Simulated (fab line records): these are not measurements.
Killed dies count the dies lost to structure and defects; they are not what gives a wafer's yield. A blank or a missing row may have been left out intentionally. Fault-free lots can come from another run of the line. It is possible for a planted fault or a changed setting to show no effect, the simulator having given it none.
Shared-tool check ; flow ritCmos ; Sampled: 15 lots, 54 wafers

== WHY THIS WAS OPENED ==
RIT_PSD_TW_MEAS_10, reading PSD_TW: flagged on 3 of 15 lots. Fault-free wafers read 3436, with a standard deviation of 26.
Rule: flag the lot when none of its wafers has a number, or when each of its wafers that has one lies beyond 4 standard deviations from that mean. The other lots count as sound.

lot;measured;on;PSD_TW, wafer by wafer;flag
L461;day 3 03:31;filmMetro-04;3465 3454 3453;
L462;day 3 09:04;filmMetro-03;3437 3448 3434;
L463;day 3 13:31;filmMetro-04;3469 3441 3460;
L464;day 3 20:59;filmMetro-04;3445 3439 3454;
L465;day 3 23:43;filmMetro-04;3455 3441 3456;
L466;day 4 03:26;filmMetro-03;3440 3456 3459;
L469;day 4 21:26;filmMetro-03;3449 3440 3446;
L471;day 5 05:35;filmMetro-01;3397 3403 3407;
L472;day 5 12:38;filmMetro-04;3230 3245 3237 3256 3254 3251;FLAGGED
L474;day 5 22:02;filmMetro-03;3232 3214 3226 3235 3234 3230;FLAGGED
L476;day 6 07:56;filmMetro-03;3200 3198 3206 3213 3213 3197;FLAGGED
L477;day 6 15:07;filmMetro-04;3454 3445 3453;
L478;day 6 19:56;filmMetro-04;3446 3444 3460;
L483;day 7 18:14;filmMetro-03;3429 3441 3426;
L484;day 8 01:36;filmMetro-03;3442 3447 3432;
Average over the flagged lots: 3226; offset from the usual -210, equal to -8 standard deviations.

== TOOL THAT RAN EACH LOT ==
The record holds 1 process step before the reading, out of a route of 202 steps. Read each cell as the tool, then ch plus the chambers that the sampled wafers visited, then the start.
lot;flag;RIT_PSD_IMPLANT_08
L461;;implanter-02 ch 0, day 3 03:11
L462;;implanter-03 ch 0, day 3 08:45
L463;;implanter-04 ch 0, day 3 13:11
L464;;implanter-04 ch 0, day 3 20:41
L465;;implanter-04 ch 0, day 3 23:23
L466;;implanter-02 ch 0, day 4 03:08
L469;;implanter-02 ch 0, day 4 21:10
L471;;implanter-04 ch 0, day 5 05:17
L472;FLAGGED;implanter-02 ch 0, day 5 12:20
L474;FLAGGED;implanter-02 ch 0, day 5 21:43
L476;FLAGGED;implanter-02 ch 0, day 6 07:36
L477;;implanter-04 ch 0, day 6 14:47
L478;;implanter-03 ch 0, day 6 19:37
L483;;implanter-03 ch 0, day 7 17:55
L484;;implanter-03 ch 0, day 8 01:17
What these steps do:
- RIT_PSD_IMPLANT_08
- RIT_PSD_TW_MEAS_10

== FLAGGED AGAINST TOTAL, ONE TOOL AT A TIME (gauges that did the reading follow at the end) ==
step;tool;lots run;flagged;share of the flagged lots;sound lots run after its first flagged lot
RIT_PSD_IMPLANT_08;implanter-02;6;3;all;0
RIT_PSD_IMPLANT_08;implanter-03;4;0;none;-
RIT_PSD_IMPLANT_08;implanter-04;5;0;none;-
RIT_PSD_TW_MEAS_10;filmMetro-01;1;0;none;-
RIT_PSD_TW_MEAS_10;filmMetro-03;7;2;some;2 (L483,L484)
RIT_PSD_TW_MEAS_10;filmMetro-04;7;1;some;2 (L477,L478)

== WHAT THE TABLE PERMITS ==
Rows of the table that ran each flagged lot: 1, that is implanter-02 at RIT_PSD_IMPLANT_08.
- implanter-02 at RIT_PSD_IMPLANT_08 ran 6 lots, 3 of them flagged. A fault beginning between L469 (day 4 21:10), its last sound lot, and L472 (day 5 12:20), its first flagged one, fits the data. Its own readings (doseIonsCm2) fall more than 4 standard deviations out on all wafers of the flagged lots.
One tool is left: implanter-02 at RIT_PSD_IMPLANT_08.

== WHAT THE SIMULATOR PUT IN ==
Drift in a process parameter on implanter-02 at RIT_PSD_IMPLANT_08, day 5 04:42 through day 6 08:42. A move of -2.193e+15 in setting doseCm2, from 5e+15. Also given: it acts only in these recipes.
Struck lots among those shown: L472, L474, L476. The rule above found the same.
